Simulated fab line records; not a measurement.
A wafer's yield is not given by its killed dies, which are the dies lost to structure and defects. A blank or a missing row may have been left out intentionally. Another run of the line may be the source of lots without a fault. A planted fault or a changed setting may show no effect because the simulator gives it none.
Which tool was responsible? || flow berkeley_cmos170 || 45 wafers from 15 lots sampled at 5 of the route's 331 steps

## WHAT EACH GAUGE READ, for each wafer
UCB170_SCREENOX_THK_MEAS_02.
{"lot": "L611", "measured": "day 5 16:57", "on": "film_metro-03", "SCREENOX_OXIDE_THK (nm)": "15.0 14.9 14.8"}
{"lot": "L614", "measured": "day 6 15:07", "on": "film_metro-03", "SCREENOX_OXIDE_THK (nm)": "14.9 14.9 15.1"}
{"lot": "L615", "measured": "day 6 15:10", "on": "film_metro-03", "SCREENOX_OXIDE_THK (nm)": "14.4 14.4 14.2"}
{"lot": "L612", "measured": "day 6 15:10", "on": "film_metro-01", "SCREENOX_OXIDE_THK (nm)": "14.7 14.8 14.8"}
{"lot": "L613", "measured": "day 6 15:08", "on": "film_metro-02", "SCREENOX_OXIDE_THK (nm)": "14.2 14.5 14.4"}
{"lot": "L616", "measured": "day 7 05:55", "on": "film_metro-03", "SCREENOX_OXIDE_THK (nm)": "14.4 14.3 14.3"}
{"lot": "L617", "measured": "day 7 05:55", "on": "film_metro-02", "SCREENOX_OXIDE_THK (nm)": "14.5 14.9 14.8"}
{"lot": "L618", "measured": "day 7 11:26", "on": "film_metro-02", "SCREENOX_OXIDE_THK (nm)": "14.7 14.5 14.5"}
{"lot": "L619", "measured": "day 7 17:28", "on": "film_metro-02", "SCREENOX_OXIDE_THK (nm)": "14.6 14.9 14.6"}
{"lot": "L620", "measured": "day 8 04:28", "on": "film_metro-02", "SCREENOX_OXIDE_THK (nm)": "13.9 14.1 14.0"}
{"lot": "L621", "measured": "day 8 04:29", "on": "film_metro-03", "SCREENOX_OXIDE_THK (nm)": "14.1 13.9 14.1"}
{"lot": "L622", "measured": "day 8 10:30", "on": "film_metro-02", "SCREENOX_OXIDE_THK (nm)": "14.7 14.7 14.6"}
{"lot": "L624", "measured": "day 8 10:31", "on": "film_metro-01", "SCREENOX_OXIDE_THK (nm)": "13.9 14.1 13.8"}
{"lot": "L623", "measured": "day 8 10:29", "on": "film_metro-03", "SCREENOX_OXIDE_THK (nm)": "14.2 14.2 14.2"}
{"lot": "L625", "measured": "day 9 05:38", "on": "film_metro-01", "SCREENOX_OXIDE_THK (nm)": "13.8 14.4 14.0"}

UCB170_PVT_TW_MEAS_09.
{"lot": "L611", "measured": "day 6 07:11", "on": "film_metro-04", "PVT_TW": "500.1 502.1 500.9"}
{"lot": "L614", "measured": "day 6 23:40", "on": "film_metro-03", "PVT_TW": "505.9 510.0 511.1"}
{"lot": "L615", "measured": "day 6 23:56", "on": "film_metro-02", "PVT_TW": "507.4 506.4 507.5"}
{"lot": "L612", "measured": "day 7 00:40", "on": "film_metro-04", "PVT_TW": "506.4 508.3 505.9"}
{"lot": "L613", "measured": "day 7 00:44", "on": "film_metro-03", "PVT_TW": "508.7 506.4 507.7"}
{"lot": "L616", "measured": "day 7 13:46", "on": "film_metro-02", "PVT_TW": "505.2 506.2 505.9"}
{"lot": "L617", "measured": "day 7 13:26", "on": "film_metro-04", "PVT_TW": "503.0 506.5 507.8"}
{"lot": "L618", "measured": "day 7 19:19", "on": "film_metro-03", "PVT_TW": "504.4 506.5 509.4"}
{"lot": "L619", "measured": "day 8 01:56", "on": "film_metro-03", "PVT_TW": "511.1 511.0 509.2"}
{"lot": "L620", "measured": "day 8 13:35", "on": "film_metro-04", "PVT_TW": "503.9 501.5 504.7"}
{"lot": "L621", "measured": "day 8 13:47", "on": "film_metro-02", "PVT_TW": "507.9 508.1 506.9"}
{"lot": "L622", "measured": "day 8 20:40", "on": "film_metro-02", "PVT_TW": "668.7 668.8 668.7"}
{"lot": "L624", "measured": "day 8 20:49", "on": "film_metro-03", "PVT_TW": "674.1 672.5 673.5"}
{"lot": "L623", "measured": "day 8 20:23", "on": "film_metro-03", "PVT_TW": "669.5 672.3 671.7"}
{"lot": "L625", "measured": "day 9 19:11", "on": "film_metro-02", "PVT_TW": "669.0 671.7 670.9"}

UCB170_FIELD_THK_MEAS_91.
{"lot": "L611", "measured": "day 6 07:20", "on": "film_metro-02", "FIELD_OXIDE_LEFT_2_THK (nm)": "356 359 365"}
{"lot": "L614", "measured": "day 6 23:56", "on": "film_metro-04", "FIELD_OXIDE_LEFT_2_THK (nm)": "363 364 375"}
{"lot": "L615", "measured": "day 7 00:09", "on": "film_metro-03", "FIELD_OXIDE_LEFT_2_THK (nm)": "356 351 354"}
{"lot": "L612", "measured": "day 7 00:47", "on": "film_metro-02", "FIELD_OXIDE_LEFT_2_THK (nm)": "356 354 340"}
{"lot": "L613", "measured": "day 7 00:52", "on": "film_metro-03", "FIELD_OXIDE_LEFT_2_THK (nm)": "361 357 353"}
{"lot": "L616", "measured": "day 7 14:13", "on": "film_metro-02", "FIELD_OXIDE_LEFT_2_THK (nm)": "342 341 342"}
{"lot": "L617", "measured": "day 7 13:34", "on": "film_metro-03", "FIELD_OXIDE_LEFT_2_THK (nm)": "358 353 358"}
{"lot": "L618", "measured": "day 7 19:26", "on": "film_metro-02", "FIELD_OXIDE_LEFT_2_THK (nm)": "354 347 349"}
{"lot": "L619", "measured": "day 8 02:04", "on": "film_metro-04", "FIELD_OXIDE_LEFT_2_THK (nm)": "367 358 357"}
{"lot": "L620", "measured": "day 8 13:42", "on": "film_metro-03", "FIELD_OXIDE_LEFT_2_THK (nm)": "349 349 346"}
{"lot": "L621", "measured": "day 8 13:55", "on": "film_metro-04", "FIELD_OXIDE_LEFT_2_THK (nm)": "344 337 346"}
{"lot": "L622", "measured": "day 8 20:48", "on": "film_metro-02", "FIELD_OXIDE_LEFT_2_THK (nm)": "373 371 371"}
{"lot": "L624", "measured": "day 8 20:56", "on": "film_metro-02", "FIELD_OXIDE_LEFT_2_THK (nm)": "347 350 338"}
{"lot": "L623", "measured": "day 8 20:31", "on": "film_metro-04", "FIELD_OXIDE_LEFT_2_THK (nm)": "351 344 351"}
{"lot": "L625", "measured": "day 9 20:34", "on": "film_metro-04", "FIELD_OXIDE_LEFT_2_THK (nm)": "365 367 359"}

## WHAT TOOL EACH LOT RAN ON (gives the tool, then ch and the chambers of the sampled wafers, and finally the start)
{"lot": "L611", "UCB170_ACTIVE_STRIP_16": "plasma_asher-03 ch 0,1, day 4 12:53", "UCB170_PVT_IMPLANT_07": "implanter-02 ch 0, day 6 06:56"}
{"lot": "L614", "UCB170_ACTIVE_STRIP_16": "plasma_asher-04 ch 0,1, day 5 04:53", "UCB170_PVT_IMPLANT_07": "implanter-04 ch 0, day 6 23:27"}
{"lot": "L615", "UCB170_ACTIVE_STRIP_16": "plasma_asher-03 ch 0,1, day 5 04:58", "UCB170_PVT_IMPLANT_07": "implanter-02 ch 0, day 6 23:42"}
{"lot": "L612", "UCB170_ACTIVE_STRIP_16": "plasma_asher-04 ch 0,1, day 5 05:08", "UCB170_PVT_IMPLANT_07": "implanter-01 ch 0, day 7 00:25"}
{"lot": "L613", "UCB170_ACTIVE_STRIP_16": "plasma_asher-02 ch 0,1, day 5 05:22", "UCB170_PVT_IMPLANT_07": "implanter-04 ch 0, day 7 00:31"}
{"lot": "L616", "UCB170_ACTIVE_STRIP_16": "plasma_asher-03 ch 0,1, day 5 21:28", "UCB170_PVT_IMPLANT_07": "implanter-04 ch 0, day 7 13:31"}
{"lot": "L617", "UCB170_ACTIVE_STRIP_16": "plasma_asher-04 ch 0,1, day 5 21:45", "UCB170_PVT_IMPLANT_07": "implanter-02 ch 0, day 7 13:11"}
{"lot": "L618", "UCB170_ACTIVE_STRIP_16": "plasma_asher-02 ch 0,1, day 6 07:11", "UCB170_PVT_IMPLANT_07": "implanter-04 ch 0, day 7 19:04"}
{"lot": "L619", "UCB170_ACTIVE_STRIP_16": "plasma_asher-02 ch 0,1, day 6 14:34", "UCB170_PVT_IMPLANT_07": "implanter-01 ch 0, day 8 01:41"}
{"lot": "L620", "UCB170_ACTIVE_STRIP_16": "plasma_asher-04 ch 0,1, day 6 23:19", "UCB170_PVT_IMPLANT_07": "implanter-01 ch 0, day 8 13:20"}
{"lot": "L621", "UCB170_ACTIVE_STRIP_16": "plasma_asher-02 ch 0,1, day 6 23:38", "UCB170_PVT_IMPLANT_07": "implanter-04 ch 0, day 8 13:35"}
{"lot": "L622", "UCB170_ACTIVE_STRIP_16": "plasma_asher-02 ch 0,1, day 7 04:52", "UCB170_PVT_IMPLANT_07": "implanter-02 ch 0, day 8 20:26"}
{"lot": "L624", "UCB170_ACTIVE_STRIP_16": "plasma_asher-02 ch 0,1, day 7 07:50", "UCB170_PVT_IMPLANT_07": "implanter-04 ch 0, day 8 20:35"}
{"lot": "L623", "UCB170_ACTIVE_STRIP_16": "plasma_asher-04 ch 0,1, day 7 08:02", "UCB170_PVT_IMPLANT_07": "implanter-04 ch 0, day 8 20:08"}
{"lot": "L625", "UCB170_ACTIVE_STRIP_16": "plasma_asher-02 ch 0,1, day 7 22:31", "UCB170_PVT_IMPLANT_07": "implanter-02 ch 0, day 9 18:55"}
- UCB170_ACTIVE_STRIP_16: strips in O2.
- UCB170_PVT_IMPLANT_07

## AS READ BY THE TOOLS THEMSELVES (means over the sampled wafers that have a number; for cases with no such wafer, the mark the record gives instead)
UCB170_ACTIVE_STRIP_16.
{"lot": "L611", "tool": "plasma_asher-03", "drypump_motor_current_A (A)": 5.5, "oes_product_au (a.u.)": 0.726, "strip_time_to_endpoint_s (s)": 18.25}
{"lot": "L614", "tool": "plasma_asher-04", "drypump_motor_current_A (A)": 5.9, "oes_product_au (a.u.)": 0.724, "strip_time_to_endpoint_s (s)": 18.31}
{"lot": "L615", "tool": "plasma_asher-03", "drypump_motor_current_A (A)": 5.5, "oes_product_au (a.u.)": 0.718, "strip_time_to_endpoint_s (s)": 18.34}
{"lot": "L612", "tool": "plasma_asher-04", "drypump_motor_current_A (A)": 6.0, "oes_product_au (a.u.)": 0.719, "strip_time_to_endpoint_s (s)": 18.37}
{"lot": "L613", "tool": "plasma_asher-02", "drypump_motor_current_A (A)": 5.4, "oes_product_au (a.u.)": 0.720, "strip_time_to_endpoint_s (s)": 18.38}
{"lot": "L616", "tool": "plasma_asher-03", "drypump_motor_current_A (A)": 5.5, "oes_product_au (a.u.)": 0.724, "strip_time_to_endpoint_s (s)": 18.43}
{"lot": "L617", "tool": "plasma_asher-04", "drypump_motor_current_A (A)": 5.9, "oes_product_au (a.u.)": 0.725, "strip_time_to_endpoint_s (s)": 18.29}
{"lot": "L618", "tool": "plasma_asher-02", "drypump_motor_current_A (A)": 5.5, "oes_product_au (a.u.)": 0.720, "strip_time_to_endpoint_s (s)": 18.23}
{"lot": "L619", "tool": "plasma_asher-02", "drypump_motor_current_A (A)": 5.4, "oes_product_au (a.u.)": 0.717, "strip_time_to_endpoint_s (s)": 18.45}
{"lot": "L620", "tool": "plasma_asher-04", "drypump_motor_current_A (A)": 5.9, "oes_product_au (a.u.)": 0.721, "strip_time_to_endpoint_s (s)": 18.33}
{"lot": "L621", "tool": "plasma_asher-02", "drypump_motor_current_A (A)": 5.4, "oes_product_au (a.u.)": 0.720, "strip_time_to_endpoint_s (s)": 18.24}
{"lot": "L622", "tool": "plasma_asher-02", "drypump_motor_current_A (A)": 5.6, "oes_product_au (a.u.)": 0.721, "strip_time_to_endpoint_s (s)": 18.27}
{"lot": "L624", "tool": "plasma_asher-02", "drypump_motor_current_A (A)": 5.4, "oes_product_au (a.u.)": 0.718, "strip_time_to_endpoint_s (s)": 18.34}
{"lot": "L623", "tool": "plasma_asher-04", "drypump_motor_current_A (A)": 5.9, "oes_product_au (a.u.)": 0.720, "strip_time_to_endpoint_s (s)": 18.34}
{"lot": "L625", "tool": "plasma_asher-02", "drypump_motor_current_A (A)": 5.4, "oes_product_au (a.u.)": 0.726, "strip_time_to_endpoint_s (s)": 18.44}

## THE ANSWER, worked out from the rows above alone
Rule: what is usual is taken from the lots themselves. The widest of any qualifying gaps counts: lots, ordered by their means at a reading, are off when they make up no more than a third of the lots, leave a main group of 4 or more, and stand apart from it by 3 or more times the standard deviation of that group's means. A main group whose means are all the same, to the digits that the tables above print for the reading, isn't used. Also off: a lot with no number at a reading for which 4 or more lots have one. Any other lot the step has rows for is counted as sound. After the gauges, taken in route order, come the tools' own readings; for these a lot's mean is taken, as printed above. At the first step where some lot is off, the reading lying furthest off is the one used; lots without a number count as furthest.
Off: L622, L624, L623, L625, at UCB170_PVT_TW_MEAS_09 (PVT_TW). Mean 506.5 and standard deviation 2.4 in the main group.
If a tool, at a process step before that reading, ran all the lots that are off and no sound lot after the first of them, it fits. Those tools and the gauges at UCB170_PVT_TW_MEAS_09 are tried in the same way. None of those tried fits.

## WHAT THE SIMULATOR HAD INSERTED
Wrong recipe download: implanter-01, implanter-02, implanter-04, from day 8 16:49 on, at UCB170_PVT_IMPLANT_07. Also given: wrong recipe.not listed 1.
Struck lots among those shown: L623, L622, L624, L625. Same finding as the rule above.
